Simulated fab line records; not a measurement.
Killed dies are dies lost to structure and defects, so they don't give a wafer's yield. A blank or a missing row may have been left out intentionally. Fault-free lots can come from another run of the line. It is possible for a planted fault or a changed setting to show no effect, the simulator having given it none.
Split-lot trial / flow berkeley_cmos170 / on a route of 331 steps: 5 lots, 23 wafers read

== SPLIT DETAILS ==
At UCB170_V2_EXPOSE_09 (exposes mask VIA2, target cd 700 nm), the setting dose_mj was moved away from the recipe's 37 on 8 of the 23 wafers read, by -6.2% to +6.7%. The other wafers ran this setting at the recipe's value.

== FROM THE SPLIT TO THE READING: what the file shows between them, 5 steps ==
- UCB170_V2_PEB_10
- UCB170_V2_DEVELOP_11: develop time 45 s
- UCB170_V2_CD_MEAS_12: target cd 700 nm
- UCB170_V2_ETCH_14: etches SiO2 in CHF3/CF4/Ar, stops on Al, target depth 1250 nm, time 291 s
- UCB170_V2_STRIP_15: strips in O2

== THE READING ==
At UCB170_V2_CD_MEAS_90: cd_nm in nanometres, against a target cd of 700 nm. On this fab line, fault-free wafers typically give 700.2 nm with a standard deviation of 1.8 nm.

wafer=L075.2; tool, chamber at the split=krf_scanner-01, 0; dose_mj as run=34.71; against the recipe=-6.2%; cd_nm, nm=691.1; against lot-mates on the recipe=-10.6
wafer=L075.3; tool, chamber at the split=krf_scanner-01, 0; dose_mj as run=37; against the recipe=recipe; cd_nm, nm=700.9; against lot-mates on the recipe=-
wafer=L075.4; tool, chamber at the split=krf_scanner-01, 0; dose_mj as run=37; against the recipe=recipe; cd_nm, nm=701.3; against lot-mates on the recipe=-
wafer=L075.5; tool, chamber at the split=krf_scanner-01, 0; dose_mj as run=37; against the recipe=recipe; cd_nm, nm=702.8; against lot-mates on the recipe=-
wafer=L075.6; tool, chamber at the split=krf_scanner-01, 0; dose_mj as run=34.71; against the recipe=-6.2%; cd_nm, nm=690.8; against lot-mates on the recipe=-10.9
wafer=L078.2; tool, chamber at the split=krf_scanner-02, 0; dose_mj as run=37; against the recipe=recipe; cd_nm, nm=699.7; against lot-mates on the recipe=-
wafer=L078.3; tool, chamber at the split=krf_scanner-02, 0; dose_mj as run=37; against the recipe=recipe; cd_nm, nm=698.2; against lot-mates on the recipe=-
wafer=L078.4; tool, chamber at the split=krf_scanner-02, 0; dose_mj as run=37; against the recipe=recipe; cd_nm, nm=698.2; against lot-mates on the recipe=-
wafer=L078.5; tool, chamber at the split=krf_scanner-02, 0; dose_mj as run=37; against the recipe=recipe; cd_nm, nm=697.3; against lot-mates on the recipe=-
wafer=L078.6; tool, chamber at the split=krf_scanner-02, 0; dose_mj as run=37; against the recipe=recipe; cd_nm, nm=700.9; against lot-mates on the recipe=-
wafer=L077.1; tool, chamber at the split=krf_scanner-01, 0; dose_mj as run=37; against the recipe=recipe; cd_nm, nm=703.3; against lot-mates on the recipe=-
wafer=L077.2; tool, chamber at the split=krf_scanner-01, 0; dose_mj as run=39.48; against the recipe=+6.7%; cd_nm, nm=712.2; against lot-mates on the recipe=+9.2
wafer=L077.3; tool, chamber at the split=krf_scanner-01, 0; dose_mj as run=39.48; against the recipe=+6.7%; cd_nm, nm=714.3; against lot-mates on the recipe=+11.3
wafer=L077.4; tool, chamber at the split=krf_scanner-01, 0; dose_mj as run=37; against the recipe=recipe; cd_nm, nm=702.6; against lot-mates on the recipe=-
wafer=L077.6; tool, chamber at the split=krf_scanner-01, 0; dose_mj as run=39.48; against the recipe=+6.7%; cd_nm, nm=713.7; against lot-mates on the recipe=+10.8
wafer=L082.3; tool, chamber at the split=krf_scanner-02, 0; dose_mj as run=37; against the recipe=recipe; cd_nm, nm=700.0; against lot-mates on the recipe=-
wafer=L082.5; tool, chamber at the split=krf_scanner-02, 0; dose_mj as run=37; against the recipe=recipe; cd_nm, nm=699.4; against lot-mates on the recipe=-
wafer=L082.6; tool, chamber at the split=krf_scanner-02, 0; dose_mj as run=37; against the recipe=recipe; cd_nm, nm=700.8; against lot-mates on the recipe=-
wafer=L080.1; tool, chamber at the split=krf_scanner-02, 0; dose_mj as run=37; against the recipe=recipe; cd_nm, nm=701.8; against lot-mates on the recipe=-
wafer=L080.2; tool, chamber at the split=krf_scanner-02, 0; dose_mj as run=37; against the recipe=recipe; cd_nm, nm=696.8; against lot-mates on the recipe=-
wafer=L080.3; tool, chamber at the split=krf_scanner-02, 0; dose_mj as run=39.37; against the recipe=+6.4%; cd_nm, nm=710.0; against lot-mates on the recipe=+10.7
wafer=L080.4; tool, chamber at the split=krf_scanner-02, 0; dose_mj as run=39.37; against the recipe=+6.4%; cd_nm, nm=711.5; against lot-mates on the recipe=+12.2
wafer=L080.6; tool, chamber at the split=krf_scanner-02, 0; dose_mj as run=39.37; against the recipe=+6.4%; cd_nm, nm=707.6; against lot-mates on the recipe=+8.3

THE FIT
A straight line over all 23 wafers: cd_nm changes by +1.66 nm for each +1% of dose_mj; r = +0.95; the points scatter about the line by 2 nm.
The same after taking each lot's own level away (the mean of its wafers on the recipe; 23 wafers): +1.63 nm for each +1%; r = +0.98; scatter 1.3 nm.
Per that fit: largest dose_mj move, reading shift of 11 nm.
Across the lots, their own levels run from 698.86 to 702.95 nm, a range of 2.3 times the standard deviation given above.
The two slopes are in agreement: the lot-to-lot level therefore moves the slope only a little.
Check: +11.1 nm against its lot-mates is what the line predicts for one of the wafers moved furthest among these (+6.7%) when that wafer is left out of the fit. Against them it came out at +9.25 nm.

== THESE WAFERS: OTHER SPLITS ==
Other splits were also applied to these wafers ahead of the reading. Each is held against what the fit with the lots' levels taken away leaves over:
other split on the same wafers=UCB170_M2_PEB_13 peb_temp_c; wafers away from the commonest value=9; r with cd_nm (lot level and that fit taken away)=-0.04
other split on the same wafers=UCB170_V2_CMP_02 leave_above_ref_nm; wafers away from the commonest value=7; r with cd_nm (lot level and that fit taken away)=-0.26

== THE WHOLE CHAIN: every reading that the file lists as answering this split, in the file's order ==
step=UCB170_V2_CD_MEAS_12; what it does=target cd 700 nm; reading=cd_nm; change (the file's fit)=+1.67 nm for each +1% of the setting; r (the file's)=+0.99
step=UCB170_V2_ETCH_14; what it does=etches SiO2 in CHF3/CF4/Ar, stops on Al, target depth 1250 nm, time 291 s; reading=V2.cd_nm (the simulator's own value, which no gauge read); change (the file's fit)=+1.63 nm for each +1% of the setting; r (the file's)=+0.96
step=UCB170_V2_CD_MEAS_90; what it does=target cd 700 nm; reading=cd_nm; change (the file's fit)=+1.63 nm for each +1% of the setting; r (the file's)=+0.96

== FILE'S OWN FIT ==
cd_nm changes by +1.63 nm for each +1% of dose_mj, r = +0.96.
